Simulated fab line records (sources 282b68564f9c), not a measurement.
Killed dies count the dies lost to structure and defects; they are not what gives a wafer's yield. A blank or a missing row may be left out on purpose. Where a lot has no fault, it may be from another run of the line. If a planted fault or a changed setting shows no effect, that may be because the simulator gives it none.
A lot that was struck, set against a sound lot ; flow rit_cmos ; 26 out of 202 route steps
Sound: these wafers, L830.1, L830.2, L830.6. The struck wafers were L832.1, L832.2, L832.3. The cause is named last.
Per side, at each step with rows, come the tool, then ch with its chambers, and then its first start. Under that, the readings that differ: sound wafers ; struck wafers ; difference of the means ; sigmas: that difference in standard deviations of wafers without a fault.
alike: words and numbers the same on both sides, and readings whose means are apart by under 2 such deviations; not compared: readings that were withheld, readings missing a value for some wafer, numbers with overlapping values and no deviation given by the record, and bounds like >300 which may hide the same value.
The two part at a step that has a row with sigmas, a row that says differs or no value, or rows on one side only. When numbers do not overlap yet have no deviation, they are printed without sigmas and do not part them. A reading that every wafer of one side lacks parts them only if that side has two wafers or more.

first, 2 steps without rows for these wafers: RIT_REOX_CLEAN_02 (cleans in SC2, time 600 s); RIT_REOX_OXIDATION_03 (target thk 25.2 nm, ox time 5580 s).
RIT_REOX_THK_MEAS_04:
  sound on film_metro-01, day 4 16:22; struck on film_metro-02, day 4 21:28
  alike: REOX_OXIDE_THK
then, 6 steps without rows for these wafers: RIT_NLDD_HMDS_00 (prime time 60 s); RIT_NLDD_COAT_01 (resist thk 1000 nm); RIT_NLDD_SOFTBAKE_02 (time 60 s); RIT_NLDD_EXPOSE_03 (exposes mask M7, target cd 40700 nm); RIT_NLDD_PEB_04; RIT_NLDD_DEVELOP_05 (develop time 50 s).
RIT_NLDD_OVL_MEAS_06:
  sound on overlay-02, day 4 17:19; struck on overlay-01, day 4 22:23
  alike: NLDD_OVL
then, 2 steps without rows for these wafers: RIT_NLDD_HARDBAKE_07 (time 60 s); RIT_NLDD_IMPLANT_08.
RIT_NLDD_STRIP_09: strips in O2, time 180 s.
  sound on plasma_asher-02 ch 0,1, day 4 17:40; struck on plasma_asher-02 ch 0,1, day 4 22:43
  no value came back on the struck wafers for chamber_pressure_mTorr (mTorr), drypump_motor_current_A (A), time_s (s); on the sound wafers chamber_pressure_mTorr (mTorr) reads 4007 3996 4004
reading;sound;struck;difference;sigmas
model.NOVOLAK_of_NLDD_COAT_01.thk_nm (nm);0 0 0;884.5 883.6 885.7;+884.6;
  not compared: rf_hours_counter_h
RIT_NLDD_TW_MEAS_10:
  sound on film_metro-04, day 4 17:50; struck on film_metro-04, day 4 22:53
  alike: NLDD_TW
then, 6 steps without rows for these wafers: RIT_PLDD_HMDS_00 (prime time 60 s); RIT_PLDD_COAT_01 (resist thk 1000 nm); RIT_PLDD_SOFTBAKE_02 (time 60 s); RIT_PLDD_EXPOSE_03 (exposes mask M8, target cd 40900 nm); RIT_PLDD_PEB_04; RIT_PLDD_DEVELOP_05 (develop time 50 s).
RIT_PLDD_OVL_MEAS_06:
  sound on overlay-02, day 4 18:52; struck on overlay-02, day 4 23:48
  alike: PLDD_OVL
then, 2 steps without rows for these wafers: RIT_PLDD_HARDBAKE_07 (time 60 s); RIT_PLDD_IMPLANT_08.
RIT_PLDD_STRIP_09: strips in O2, time 180 s.
  sound on plasma_asher-04 ch 0,1, day 4 19:12; struck on plasma_asher-03 ch 0,1, day 5 00:08
  alike: chamber_pressure_mTorr, drypump_motor_current_A
  not compared: rf_hours_counter_h
RIT_PLDD_TW_MEAS_10:
  sound on film_metro-04, day 4 19:23; struck on film_metro-01, day 5 00:19
reading;sound;struck;difference;sigmas
PLDD_TW;2343 2321 2340;30 30 30;-2305;-99 or more
then, 1 step without rows for these wafers: RIT_SPACER_CLEAN_00 (cleans in SC1, time 600 s).

== WHERE THEY PART ==
Earliest at RIT_NLDD_STRIP_09; latest, in this record, at RIT_PLDD_TW_MEAS_10.

WHY: what had been put in by the simulator
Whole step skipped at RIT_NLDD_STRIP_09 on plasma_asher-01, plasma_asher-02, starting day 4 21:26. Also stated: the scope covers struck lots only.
